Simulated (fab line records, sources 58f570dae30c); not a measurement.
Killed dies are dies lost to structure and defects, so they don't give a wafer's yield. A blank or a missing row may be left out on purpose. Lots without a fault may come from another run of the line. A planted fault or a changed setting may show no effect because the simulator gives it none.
Which tool did it? | flow berkeley_cmos170 | 13 lots, 39 wafers sampled, at 6 steps of a route of 331

WHAT THE GAUGES READ, wafer by wafer
UCB170_PVT_OVL_MEAS_06. Usual: PVT_OVL -2 nm, standard deviation 6.1.
lot  | measured    | on         | PVT_OVL (nm) | flag
L597 | day 5 20:05 | overlay-02 | -14 -16 -15  |
L598 | day 6 02:47 | overlay-01 | -1 -1 -4     |
L601 | day 6 16:14 | overlay-02 | 8 3 3        |
L602 | day 7 08:22 | overlay-01 | 0 -3 5       |
L605 | day 7 08:38 | overlay-02 | -3 5 -3      |
L603 | day 7 08:55 | overlay-02 | 8 6 4        |
L604 | day 7 09:38 | overlay-01 | -1 -4 -4     |
L606 | day 7 16:05 | overlay-01 | -1 0 -2      |
L607 | day 8 00:48 | overlay-02 | -4 -5 2      |
L609 | day 8 08:05 | overlay-02 | 3 3 2        |
L610 | day 9 03:54 | overlay-01 | -4 -6 -3     |
L616 | day 9 08:25 | overlay-01 | -3 4 -8      |
L618 | day 9 21:26 | overlay-01 | -6 -3 2      |

UCB170_PSD_OVL_MEAS_07. Usual: PSD_OVL -11 nm, standard deviation 5.7.
lot  | measured     | on         | PSD_OVL (nm) | flag
L597 | day 6 16:09  | overlay-01 | -8 -10 -9    |
L598 | day 7 01:43  | overlay-02 | -12 -5 -10   |
L601 | day 7 15:29  | overlay-02 | 0 -14 -11    |
L602 | day 8 05:52  | overlay-01 | -3 -9 -9     |
L605 | day 8 05:59  | overlay-02 | -11 -13 -5   |
L603 | day 8 06:14  | overlay-02 | -10 -14 -11  |
L604 | day 8 06:28  | overlay-01 | -15 -10 -19  |
L606 | day 8 16:57  | overlay-01 | -12 -9 -7    |
L607 | day 9 03:28  | overlay-02 | -14 -17 -8   |
L609 | day 9 13:41  | overlay-02 | -9 -10 -21   |
L610 | day 10 03:31 | overlay-02 | -9 -9 -9     |
L616 | day 10 03:47 | overlay-01 | -17 -15 -15  |
L618 | day 10 20:30 | overlay-01 | -14 -2 -9    |

UCB170_SDANNEAL_RS_MEAS_02: measures by four-point-probe. Usual: PSD_RS 75.4 ohm/sq, standard deviation 0.3.
lot  | measured     | on            | PSD_RS (ohm/sq) | flag
L597 | day 6 19:22  | film_metro-02 | 74.8 75.1 74.8  |
L598 | day 7 07:38  | film_metro-02 | 75.3 75.2 75.2  |
L601 | day 7 19:02  | film_metro-03 | 75.1 75.4 75.4  |
L602 | day 8 09:02  | film_metro-03 | 75.7 75.6 75.7  |
L605 | day 8 09:41  | film_metro-03 | 75.5 75.3 75.2  |
L603 | day 8 09:39  | film_metro-02 | 75.3 75.3 75.1  |
L604 | day 8 10:17  | film_metro-02 | 75.6 75.3 75.6  |
L606 | day 8 20:02  | film_metro-02 | 75.4 75.3 75.5  |
L607 | day 9 07:24  | film_metro-02 | 75.1 75.5 75.3  |
L609 | day 9 21:50  | film_metro-03 | 75.7 75.7 75.8  |
L610 | day 10 09:13 | film_metro-03 | 75.4 75.5 75.5  |
L616 | day 10 09:38 | film_metro-02 | 75.3 75.0 74.9  |
L618 | day 11 00:16 | film_metro-02 | 75.2 75.3 75.4  |

UCB170_M1_RS_MEAS_01: measures by four-point-probe. Usual: M1_AL_RS 0.0485 ohm/sq, standard deviation 0.00062.
lot  | measured     | on            | M1_AL_RS (ohm/sq)    | flag
L597 | day 7 00:44  | film_metro-02 | 0.0485 0.0483 0.0490 |
L598 | day 7 17:10  | film_metro-03 | 0.0485 0.0487 0.0488 |
L601 | day 8 02:41  | film_metro-02 | 0.0493 0.0491 0.0485 |
L602 | day 8 14:40  | film_metro-01 | 0.0482 0.0474 0.0488 |
L605 | day 8 17:02  | film_metro-02 | 0.0495 0.0499 0.0490 |
L603 | day 8 16:37  | film_metro-03 | 0.0482 0.0477 0.0483 |
L604 | day 8 16:51  | film_metro-02 | 0.0492 0.0498 0.0498 |
L606 | day 9 01:59  | film_metro-01 | 0.0473 0.0480 0.0477 |
L607 | day 9 17:19  | film_metro-03 | 0.0489 0.0490 0.0493 |
L609 | day 10 03:34 | film_metro-01 | 0.0482 0.0481 0.0492 |
L610 | day 10 18:41 | film_metro-01 | 0.0423 0.0489 0.0488 |
L616 | day 10 18:56 | film_metro-02 | 0.0477 0.0484 0.0474 |
L618 | day 11 07:55 | film_metro-01 | 0.0493 0.0487 0.0493 |

UCB170_M1_THK_MEAS_02: measures by xrf. Usual: M1_AL_THK 596 nm, standard deviation 8.1.
lot  | measured     | on            | M1_AL_THK (nm) | flag
L597 | day 7 00:51  | film_metro-02 | 599 600 596    |
L598 | day 7 17:17  | film_metro-03 | 594 592 591    |
L601 | day 8 02:47  | film_metro-02 | 590 591 596    |
L602 | day 8 14:47  | film_metro-01 | 596 607 588    |
L605 | day 8 17:10  | film_metro-02 | 589 579 590    |
L603 | day 8 16:43  | film_metro-03 | 592 602 594    |
L604 | day 8 16:58  | film_metro-02 | 587 583 583    |
L606 | day 9 02:06  | film_metro-01 | 608 600 602    |
L607 | day 9 17:26  | film_metro-03 | 589 588 585    |
L609 | day 10 03:40 | film_metro-01 | 601 603 591    |
L610 | day 10 18:49 | film_metro-01 | 686 594 592    | OFF
L616 | day 10 19:02 | film_metro-02 | 609 601 617    |
L618 | day 11 08:01 | film_metro-01 | 584 596 586    |

WHICH TOOL RAN EACH LOT (tool, then ch and the chambers of the sampled wafers, then the start)
lot  | UCB170_M1_SPUTTER_00
L597 | pvd_sputter-02, day 7 00:40
L598 | pvd_sputter-02, day 7 17:06
L601 | pvd_sputter-02, day 8 02:35
L602 | pvd_sputter-02, day 8 14:37
L605 | pvd_sputter-04, day 8 16:59
L603 | pvd_sputter-04, day 8 16:32
L604 | pvd_sputter-02, day 8 16:47
L606 | pvd_sputter-02, day 9 01:55
L607 | pvd_sputter-04, day 9 17:16
L609 | pvd_sputter-02, day 10 03:29
L610 | pvd_sputter-02, day 10 18:38
L616 | pvd_sputter-03, day 10 18:51
L618 | pvd_sputter-03, day 11 07:49
- UCB170_M1_SPUTTER_00: material Al, target thk 600 nm, time 80 s.

WHAT THE TOOLS THEMSELVES READ (means of the sampled wafers that have a number; where no wafer has one, the mark that the record gives instead)
UCB170_M1_SPUTTER_00. Usual: throttle_valve_pct 29.5 %, standard deviation 1.1.
lot  | tool           | throttle_valve_pct (%) | flag
L597 | pvd_sputter-02 | 29.5                   |
L598 | pvd_sputter-02 | 28.8                   |
L601 | pvd_sputter-02 | 29.9                   |
L602 | pvd_sputter-02 | 29.5                   |
L605 | pvd_sputter-04 | 30.3                   |
L603 | pvd_sputter-04 | 30.1                   |
L604 | pvd_sputter-02 | 28.8                   |
L606 | pvd_sputter-02 | 28.5                   |
L607 | pvd_sputter-04 | 30.1                   |
L609 | pvd_sputter-02 | 29.4                   |
L610 | pvd_sputter-02 | 28.8                   |
L616 | pvd_sputter-03 | 29.1                   |
L618 | pvd_sputter-03 | 28.9                   |

THE ANSWER, worked out from the rows above alone
Rule: a lot is off if the mean of its wafers that have a number lies more than 3 standard deviations from the usual mean. A lot without any number at a reading at which 4 lots or more have one is off too. The other lots that the step has rows for count as sound. The gauges are gone through in route order, then the tools' own readings, and for those a lot's mean is taken as printed above. The first step at which some lot is off is used, and at that step the reading that is off furthest; a lot without a number counts as furthest.
Off: L610, at UCB170_M1_THK_MEAS_02 (M1_AL_THK).
A tool fits if, at a process step before that reading, it ran every lot that is off, and no sound lot after the first of them. The gauges at UCB170_M1_THK_MEAS_02 are tried like those tools. One fits: pvd_sputter-02 at UCB170_M1_SPUTTER_00. Its last sound lot is L609 (day 10 03:29), its first lot that is off L610 (day 10 18:38): a fault that began between those two fits.

WHAT THE SIMULATOR HAD PUT IN
Process parameter drift: pvd_sputter-02, from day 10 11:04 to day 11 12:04, at UCB170_M1_SPUTTER_00. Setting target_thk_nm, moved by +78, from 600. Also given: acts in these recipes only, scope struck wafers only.
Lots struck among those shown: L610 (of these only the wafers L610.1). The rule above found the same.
